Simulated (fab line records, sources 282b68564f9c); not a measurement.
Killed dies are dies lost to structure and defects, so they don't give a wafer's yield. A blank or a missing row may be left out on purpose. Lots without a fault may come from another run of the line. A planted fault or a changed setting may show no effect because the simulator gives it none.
fab line records | flow rit_cmos
record lots=5 wafers=23
route steps=202 shown NSD@133 SILICIDE@162 M1@184
start_h: hours from the record's first day to the start of the lot's first wafer shown | wait_h: hours since the lot's step before | " the same as in the row above | L1.1+2: a row that stands for several wafers | - no value, or no start given | * or withheld: withheld | < > ~ a bound
route shown NAME@n: a module of which the file shows steps, and the number in the route of the first | usual: mean/standard deviation of fault-free wafers | same: alike in all rows | chamber/n: place in a boat | sites: the reading at each site | _std_site: their standard deviation | _edge_site: outer sites' mean less inner sites' | radius_mm: how far each site lies from the wafer's centre | mask NAME#n: copy n | behind: the tool/chamber that last shaped the wafer | hold: why the lot was held/for how many hours/how that ended | device: the transistor (n, p or np) that didn't switch | end of line: the same wafers' tests at the end of the route | a step without rows: its recipe alone | killed: dies lost to structure and defects at the first sort, not the wafer's yield | map: a wafer's dies, x killed, . not, _ none there
set.NAME: the setting as run; set.NAME@STEP: as run at that earlier step | model.NAME: the simulator's own value behind a step, which no gauge read
lots whose settings were changed on purpose; a table a step, a row a wafer
## steps
# step RIT_NSD_SOFTBAKE_02
# recipe resist=NOVOLAK temp_c=90 time_s=60
# columns lot.wafer tool chamber start_h wait_h set.temp_c
L074.2+4 litho_track-01 0 52.88 0.1 90.97
L074.3+5+6 " 0 " " 90
L076.1+3 litho_track-02 0 62.31 0.1 90
L076.2+4+5 " 0 " " 92.03
L078.1+2+4 litho_track-01 0 70.70 0.1 90
L078.3+5 " 0 " " 86.65
L084.1+2+4 litho_track-02 0 98.79 0.1 86.92
L084.3+5 " 0 " " 90
L085.1+2+3 litho_track-01 0 106.71 0.1 90
# step RIT_NSD_EXPOSE_03
# recipe mask_id=M9 na=0.57 target_cd_nm=40700 dose_mj=250
# step RIT_NSD_PEB_04
# recipe resist=NOVOLAK temp_c=withheld time_s=withheld
# step RIT_NSD_DEVELOP_05
# recipe resist=NOVOLAK develop_time_s=50 dev_temp_c=23
# columns lot.wafer tool chamber start_h wait_h set.temp_c@NSD_SOFTBAKE_02 model.NOVOLAK_of_NSD_COAT_01.thk_nm
L074.2 litho_track-01 0 - - 90.97 991.7
L074.3 " 0 " " 90 997.1
L074.4 " 0 " " 90.97 996
L074.5 " 0 " " 90 997.8
L074.6 " 0 " " 90 995.3
L076.1 litho_track-04 0 - - 90 1002
L076.2 " 0 " " 92.03 994.7
L076.3 " 0 " " 90 1001
L076.4+5 " 0 " " 92.03 995.3
L078.1 litho_track-04 0 - - 90 999.1
L078.2 " 0 " " 90 999.5
L078.3 " 0 " " 86.65 1007
L078.4 " 0 " " 90 996.7
L078.5 " 0 " " 86.65 1006
L084.1 litho_track-04 0 - - 86.92 1006
L084.2+4 " 0 " " 86.92 1004
L084.3 " 0 " " 90 992.2
L084.5 " 0 " " 90 994.5
L085.1 litho_track-04 0 - - 90 999.6
L085.2 " 0 " " 90 1001
L085.3 " 0 " " 90 1000
# step RIT_NSD_IMPLANT_08
# recipe species=P energy_kev=25 dose_cm2=1e+15 tilt_deg=7
# columns lot.wafer tool chamber start_h wait_h set.energy_kev model.implant.rp_nm model.implant.drp_nm
L074.2+3+6 implanter-03 0 53.61 0.1 25 31.22 14.84
L074.4+5 " 0 " " 24.33 30.65 14.6
L076.1+4+5 implanter-04 0 63.04 0.1 25 32.29 14.84
L076.2+3 " 0 " " 25.84 33.02 15.14
L078.1+4+5 implanter-01 0 71.43 0.1 25 33.11 14.84
L078.2+3 " 0 " " 23.81 32.04 14.41
L084.1+2+3+4+5 implanter-04 0 99.73 0.1 25 32.36 14.84
L085.1+2+3 implanter-03 0 107.52 0.1 25 31.98 14.84
# step RIT_SILICIDE_SPUTTER_01
# recipe material=Ti target_thk_nm=30 power_w=350 chamber_pressure_pa=0.667 gas=Ar time_s=240 substrate_temp_c=25
# columns lot.wafer tool chamber start_h wait_h set.time_s model.Ti_of_SILICIDE_SPUTTER_01.thk_nm
L074.2 pvd_sputter-01 - - - 240 29.79
L074.3 " - " " 206.4 25.88
L074.4 " - " " 240 29.81
L074.5 " - " " 240 29.92
L074.6 " - " " 206.4 25.73
L076.1 pvd_sputter-01 - - - 240 30.33
L076.2+4 " - " " 240 29.75
L076.3 " - " " 240 29.87
L076.5 " - " " 240 29.81
L078.1 pvd_sputter-01 - - - 222.6 27.46
L078.2 " - " " 240 29.74
L078.3 " - " " 222.6 27.31
L078.4 " - " " 240 29.98
L078.5 " - " " 222.6 27.7
L084.1 pvd_sputter-01 - - - 240 29.45
L084.2 " - " " 240 29.53
L084.3 " - " " 226.3 27.93
L084.4 " - " " 226.3 27.99
L084.5 " - " " 226.3 27.88
L085.1 pvd_sputter-04 - 110.24 0.0 240 30.26
L085.2 " - " " 240 29.99
L085.3 " - " " 240 30.17
# step RIT_SILICIDE_RS_MEAS_02
# recipe thk_meas_gauge=four-point-probe reads=Ti_of_SILICIDE_SPUTTER_01
# usual SILICIDE_TI_RS=48.1/0.72
# columns lot.wafer tool chamber start_h wait_h set.time_s@SILICIDE_SPUTTER_01 SILICIDE_TI_RS[ohm/sq]
L074.2 film_metro-02 - 56.51 0.1 240 48.2
L074.3 " - " " 206.4 57.5
L074.4 " - " " 240 48.1
L074.5 " - " " 240 48.0
L074.6 " - " " 206.4 58.1
L076.1 film_metro-02 - 66.04 0.1 240 47.1
L076.2 " - " " 240 48.4
L076.3 " - " " 240 48.1
L076.4 " - " " 240 48.2
L076.5 " - " " 240 48.1
L078.1 film_metro-02 - 74.45 0.1 222.6 53.4
L078.2 " - " " 240 48.4
L078.3 " - " " 222.6 53.9
L078.4 " - " " 240 48.0
L078.5 " - " " 222.6 52.9
L084.1 film_metro-04 - 102.82 0.1 240 49.0
L084.2 " - " " 240 48.8
L084.3 " - " " 226.3 52.4
L084.4 " - " " 226.3 52.3
L084.5 " - " " 226.3 52.4
L085.1 film_metro-04 - 110.39 0.1 240 47.3
L085.2 " - " " 240 47.8
L085.3 " - " " 240 47.5
# step RIT_SILICIDE_THK_MEAS_03
# recipe thk_meas_gauge=xrf reads=Ti_of_SILICIDE_SPUTTER_01
# usual SILICIDE_TI_THK=30.3/0.38
# columns lot.wafer tool chamber start_h wait_h set.time_s@SILICIDE_SPUTTER_01 SILICIDE_TI_THK[nm]
L074.2 film_metro-02 - 56.62 0.1 240 30.1
L074.3 " - " " 206.4 26.2
L074.4 " - " " 240 30.0
L074.5 " - " " 240 30.3
L074.6 " - " " 206.4 25.9
L076.1 film_metro-02 - 66.16 0.1 240 30.6
L076.2 " - " " 240 30.1
L076.3 " - " " 240 30.1
L076.4 " - " " 240 30.1
L076.5 " - " " 240 30.2
L078.1 film_metro-02 - 74.57 0.1 222.6 27.8
L078.2 " - " " 240 30.1
L078.3 " - " " 222.6 27.7
L078.4 " - " " 240 30.4
L078.5 " - " " 222.6 28.2
L084.1 film_metro-04 - 102.94 0.1 240 29.9
L084.2 " - " " 240 30.1
L084.3 " - " " 226.3 28.4
L084.4 " - " " 226.3 28.5
L084.5 " - " " 226.3 28.4
L085.1 film_metro-04 - 110.51 0.1 240 31.0
L085.2 " - " " 240 30.6
L085.3 " - " " 240 30.7
# step RIT_M1_SPUTTER_00
# recipe material=Al target_thk_nm=400 power_w=2000 chamber_pressure_pa=0.4 gas=Ar time_s=500 substrate_temp_c=25
# columns lot.wafer tool chamber start_h wait_h set.power_w model.Al_of_M1_SPUTTER_00.thk_nm
L074.2 pvd_sputter-04 - 59.31 0.0 2147 429.5
L074.3 " - " " 2000 403.1
L074.4 " - " " 2000 402
L074.5 " - " " 2147 431
L074.6 " - " " 2147 426.4
L076.1 pvd_sputter-04 - 68.76 0.0 2000 399.8
L076.2 " - " " 1831 367.4
L076.3 " - " " 1831 367.6
L076.4 " - " " 2000 399.4
L076.5 " - " " 2000 401.8
L078.1 pvd_sputter-02 - 77.15 0.0 2000 395.3
L078.2 " - " " 2000 398.4
L078.3 " - " " 2000 401.6
L078.4 " - " " 2000 402.5
L078.5 " - " " 2000 403.5
L084.1 pvd_sputter-02 - 105.40 0.0 2185 437.8
L084.2 " - " " 2000 396.8
L084.3 " - " " 2000 401.4
L084.4 " - " " 2185 437.9
L084.5 " - " " 2185 438.6
L085.1 pvd_sputter-03 - 113.11 0.0 2000 409.7
L085.2 " - " " 2000 406.2
L085.3 " - " " 2000 406.9
# step RIT_M1_RS_MEAS_01
# recipe thk_meas_gauge=four-point-probe reads=Al_of_M1_SPUTTER_00
# usual M1_AL_RS=0.0728/0.00062
# columns lot.wafer tool chamber start_h wait_h set.power_w@M1_SPUTTER_00 M1_AL_RS[ohm/sq]
L074.2 film_metro-01 - 59.62 0.2 2147 0.0684
L074.3 " - " " 2000 0.0728
L074.4 " - " " 2000 0.0729
L074.5 " - " " 2147 0.0681
L074.6 " - " " 2147 0.0687
L076.1 film_metro-02 - 69.06 0.1 2000 0.0732
L076.2 " - " " 1831 0.0799
L076.3 " - " " 1831 0.0800
L076.4 " - " " 2000 0.0734
L076.5 " - " " 2000 0.0730
L078.1 film_metro-04 - 77.44 0.1 2000 0.0742
L078.2 " - " " 2000 0.0738
L078.3 " - " " 2000 0.0732
L078.4 " - " " 2000 0.0729
L078.5 " - " " 2000 0.0728
L084.1 film_metro-02 - 105.69 0.1 2185 0.0671
L084.2 " - " " 2000 0.0741
L084.3 " - " " 2000 0.0731
L084.4 " - " " 2185 0.0669
L084.5 " - " " 2185 0.0668
L085.1 film_metro-02 - 113.41 0.1 2000 0.0717
L085.2 " - " " 2000 0.0723
L085.3 " - " " 2000 0.0721
# step RIT_M1_THK_MEAS_02
# recipe thk_meas_gauge=xrf reads=Al_of_M1_SPUTTER_00
# usual M1_AL_THK=406/4.2
# columns lot.wafer tool chamber start_h wait_h set.power_w@M1_SPUTTER_00 M1_AL_THK[nm]
L074.2 film_metro-01 - 59.73 0.1 2147 429
L074.3 " - " " 2000 405
L074.4 " - " " 2000 404
L074.5 " - " " 2147 431
L074.6 " - " " 2147 426
L076.1 film_metro-02 - 69.18 0.1 2000 402
L076.2 " - " " 1831 370
L076.3 " - " " 1831 370
L076.4 " - " " 2000 402
L076.5 " - " " 2000 402
L078.1 film_metro-04 - 77.56 0.1 2000 401
L078.2 " - " " 2000 404
L078.3 " - " " 2000 407
L078.4 " - " " 2000 410
L078.5 " - " " 2000 409
L084.1 film_metro-02 - 105.81 0.1 2185 440
L084.2 " - " " 2000 400
L084.3 " - " " 2000 404
L084.4 " - " " 2185 441
L084.5 " - " " 2185 440
L085.1 film_metro-02 - 113.53 0.1 2000 411
L085.2 " - " " 2000 405
L085.3 " - " " 2000 405
# step RIT_M1_METAL_ETCH_12
# recipe stop_on=SiO2 chemistry=Cl2/BCl3 target=Al time_s=165 over_etch_frac=0.5 pressure_mtorr=100 target_depth_a=6000 rf_w=250 Cl2_flow_sccm=60 bcl3_flow_sccm=50
# columns lot.wafer tool chamber start_h wait_h set.over_etch_frac model.NOVOLAK_of_M1_COAT_04.thk_nm
L074.2+6 rie_metal-03 1,0 61.23 0.2 0.5 -
L074.3 " 0 " " 0.5 807.8
L074.4 " 1 " " 0.5619 795.4
L074.5 " 1 " " 0.5619 -
L076.1 rie_metal-02 0 70.65 0.2 0.5 799.9
L076.2+3 " 1,0 " " 0.5 -
L076.4 " 1 " " 0.3752 830.2
L076.5 " 1 " " 0.3752 832.6
L078.1 rie_metal-01 0 79.04 0.2 0.5 810.9
L078.2 " 1 " " 0.5 813.7
L078.3 " 0 " " 0.5 811.8
L078.4 " 1 " " 0.5 808.3
L078.5 " 1 " " 0.5 814.7
L084.1+4+5 rie_metal-01 0 107.36 0.2 0.5 -
L084.2 " 1 " " 0.5 808.6
L084.3 " 1 " " 0.5 804.7
L085.1 rie_metal-02 0 115.00 0.2 0.5 801.3
L085.2 " 1 " " 0.5 805.2
L085.3 " 0 " " 0.5 803.7
# step RIT_M1_STRIP_13
# recipe chemistry=nmp resist=NOVOLAK temp_c=80 time_s=600 dry=n2_spin
# step RIT_M1_STRIP_14
# recipe chemistry=O2 time_s=180 platen_temp_c=withheld power_w=500 pressure_mtorr=4000 o2_flow_sccm=4000
# step RIT_M1_ANNEAL_15
# recipe temp_c=450 time_s=1800 ambient=forming_gas_H2N2
# step RIT_M1_PROBE_99
# usual killed_at_M0_to_M3=0.0/0.12 killed_at_front_end=7.4/2.7 killed_dies=7.5/2.7 killed_open=3.8/1.8 killed_short=3.6/2.1
# same gross_dies=264 killed_at_M4_up=0 killed_at_back_side=0 killed_at_contacts=0 killed_at_other=0
# columns lot.wafer tool chamber start_h wait_h set.energy_kev@PLDD_IMPLANT_08 killed_at_M0_to_M3 killed_at_front_end killed_dies killed_open killed_short model.etest.pldd.rs_ohm_sq
L074.2 prober-01 - 63.62 0.1 19.22 0 8 8 3 5 555.8
L074.3 prober-01 - 63.67 0.2 20 0 5 5 4 1 487.6
L074.4 prober-01 - 63.72 0.2 19.22 0 5 5 5 0 573.7
L074.5 prober-01 - 63.77 0.2 19.22 1 6 7 3 4 560.4
L074.6 prober-01 - 63.82 0.2 20 0 9 9 4 5 494.7
L076.1 prober-01 - 72.91 0.1 20 0 9 9 5 4 492.1
L076.2 prober-01 - 72.96 0.1 20 0 7 7 4 3 498.1
L076.3 prober-01 - 73.01 0.2 20 0 6 6 3 3 479.7
L076.4 prober-01 - 73.06 0.2 20 0 5 5 4 1 473
L076.5 prober-01 - 73.11 0.2 20 0 5 5 3 2 483.9
L078.1 prober-01 - 81.30 0.1 20 0 5 5 3 2 505.8
L078.2 prober-01 - 81.35 0.1 20 0 6 6 3 3 497.5
L078.3 prober-01 - 81.40 0.2 20 0 11 11 5 6 529
L078.4 prober-01 - 81.45 0.2 19.38 0 7 7 4 3 534.6
L078.5 prober-01 - 81.50 0.2 19.38 0 3 3 0 3 551.5
L084.1 prober-01 - 109.61 0.1 20 0 6 6 3 3 589.9
L084.2 prober-01 - 109.66 0.1 20 0 4 4 4 0 585.9
L084.3 prober-01 - 109.71 0.2 20 0 10 10 4 6 588.1
L084.4 prober-01 - 109.76 0.2 19.08 0 5 5 4 1 656.9
L084.5 prober-01 - 109.81 0.2 19.08 0 9 9 1 5 635.9
L085.1 prober-02 - 117.27 0.1 20 0 10 10 7 3 513.6
L085.2 prober-02 - 117.32 0.1 20 0 7 7 6 1 517.8
L085.3 prober-02 - 117.37 0.2 20 0 14 14 6 8 492.4
# killed by level:class
L074.2 GATE:geometric_particle:open=2 SPACER:geometric_particle:short=2 FOX1:geometric_particle:short=1 GATE:geometric_particle:short=1 REOX:geometric_particle:short=1 SPACER:geometric_particle:open=1
L074.3 SPACER:geometric_particle:open=3 GATE:geometric_particle:open=1 SPACER:geometric_particle:short=1
L074.4 FOX1:geometric_particle:open=3 GATE:geometric_particle:open=1 REOX:geometric_particle:open=1
L074.5 FOX1:geometric_particle:open=1 FOX1:geometric_particle:short=1 FOX2:geometric_particle:short=1 GATE:geometric_particle:short=1 GATE:geometric_particle:open=1 REOX:geometric_particle:open=1 M1:geometric_particle:short=1
L074.6 REOX:geometric_particle:short=3 FOX1:geometric_particle:open=1 FOX1:geometric_particle:short=1 GATE:geometric_particle:short=1 REOX:geometric_particle:open=1 SPACER:geometric_particle:open=1 SILICIDE:geometric_particle:open=1
L076.1 FOX1:geometric_particle:open=3 FOX1:geometric_particle:short=2 GATE:geometric_particle:open=1 GATE:geometric_particle:short=1 REOX:geometric_particle:short=1 SILICIDE:geometric_particle:open=1
L076.2 GATE:geometric_particle:short=2 REOX:geometric_particle:open=2 SPACER:geometric_particle:open=1 SPACER:geometric_particle:short=1 SILICIDE:geometric_particle:open=1
L076.3 SILICIDE:geometric_particle:short=2 GATE:geometric_particle:open=1 REOX:geometric_particle:short=1 REOX:geometric_particle:open=1 SILICIDE:geometric_particle:open=1
L076.4 FOX2:geometric_particle:open=1 GATE:geometric_particle:open=1 SPACER:geometric_particle:open=1 SILICIDE:geometric_particle:open=1 SILICIDE:geometric_particle:short=1
L076.5 ACTIVE:geometric_particle:open=1 FOX2:geometric_particle:short=1 GATE:geometric_particle:open=1 REOX:geometric_particle:short=1 SILICIDE:geometric_particle:open=1
L078.1 FOX1:geometric_particle:short=1 FOX2:geometric_particle:open=1 GATE:geometric_particle:short=1 SPACER:geometric_particle:open=1 SILICIDE:geometric_particle:open=1
L078.2 FOX1:geometric_particle:open=2 GATE:geometric_particle:short=2 FOX1:geometric_particle:short=1 GATE:geometric_particle:open=1
L078.3 GATE:geometric_particle:short=4 GATE:geometric_particle:open=3 FOX1:geometric_particle:short=1 FOX1:geometric_particle:open=1 FOX2:geometric_particle:open=1 SILICIDE:geometric_particle:short=1
L078.4 GATE:geometric_particle:short=2 GATE:geometric_particle:open=2 FOX1:geometric_particle:open=1 FOX1:geometric_particle:short=1 SILICIDE:geometric_particle:open=1
L078.5 FOX1:geometric_particle:short=2 GATE:geometric_particle:short=1
L084.1 GATE:geometric_particle:short=2 ACTIVE:geometric_particle:open=1 REOX:geometric_particle:open=1 SPACER:geometric_particle:open=1 SILICIDE:geometric_particle:short=1
L084.2 GATE:geometric_particle:open=2 FOX1:geometric_particle:open=1 SILICIDE:geometric_particle:open=1
L084.3 GATE:geometric_particle:short=2 REOX:geometric_particle:open=2 SPACER:geometric_particle:short=2 FOX2:geometric_particle:open=1 GATE:geometric_particle:open=1 REOX:geometric_particle:short=1 SILICIDE:geometric_particle:short=1
L084.4 FOX2:geometric_particle:short=1 FOX2:geometric_particle:open=1 GATE:geometric_particle:open=1 REOX:geometric_particle:open=1 SILICIDE:geometric_particle:open=1
L084.5 GATE:area_develop=3 GATE:geometric_particle:short=2 FOX2:geometric_particle:short=1 REOX:geometric_particle:short=1 REOX:geometric_particle:open=1 SILICIDE:geometric_particle:short=1
L085.1 GATE:geometric_particle:open=3 FOX1:geometric_particle:open=2 GATE:geometric_particle:short=2 FOX2:geometric_particle:short=1 SPACER:geometric_particle:open=1 SILICIDE:geometric_particle:open=1
L085.2 GATE:geometric_particle:open=3 FOX2:geometric_particle:open=2 SPACER:geometric_particle:short=1 SILICIDE:geometric_particle:open=1
L085.3 GATE:geometric_particle:open=4 GATE:geometric_particle:short=4 FOX1:geometric_particle:short=2 FOX2:geometric_particle:open=1 FOX2:geometric_particle:short=1 SILICIDE:geometric_particle:short=1 SILICIDE:geometric_particle:open=1
## key
split step=RIT_NSD_SOFTBAKE_02 setting=temp_c stated=90 by=wafer
response step=RIT_NSD_DEVELOP_05 reading=model.NOVOLAK_of_NSD_COAT_01.thk_nm change=-2.67 per=1% r=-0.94
split step=RIT_NSD_IMPLANT_08 setting=energy_kev stated=25 by=wafer
response step=RIT_NSD_IMPLANT_08 reading=model.implant.rp_nm change=+0.221 per=1% r=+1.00
response step=RIT_NSD_IMPLANT_08 reading=model.implant.drp_nm change=+0.0899 per=1% r=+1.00
split step=RIT_SILICIDE_SPUTTER_01 setting=time_s stated=240 by=wafer
response step=RIT_SILICIDE_SPUTTER_01 reading=model.Ti_of_SILICIDE_SPUTTER_01.thk_nm change=+0.294 per=1% r=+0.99
response step=RIT_SILICIDE_RS_MEAS_02 reading=SILICIDE_TI_RS change=-0.69 per=1% r=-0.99
response step=RIT_SILICIDE_THK_MEAS_03 reading=SILICIDE_TI_THK change=+0.296 per=1% r=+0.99
split step=RIT_M1_SPUTTER_00 setting=power_w stated=2000 by=wafer
response step=RIT_M1_SPUTTER_00 reading=model.Al_of_M1_SPUTTER_00.thk_nm change=+3.94 per=1% r=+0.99
response step=RIT_M1_RS_MEAS_01 reading=M1_AL_RS change=-0.00072 per=1% r=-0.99
response step=RIT_M1_THK_MEAS_02 reading=M1_AL_THK change=+3.78 per=1% r=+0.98
split step=RIT_M1_METAL_ETCH_12 setting=over_etch_frac stated=0.5 by=wafer
response step=RIT_M1_METAL_ETCH_12 reading=model.NOVOLAK_of_M1_COAT_04.thk_nm change=-1.22 per=1% r=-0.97
split outside_this_file step=RIT_PLDD_IMPLANT_08 setting=energy_kev
# split outside_this_file: this setting was split too, and the file shows its column; the key of that split is in another file
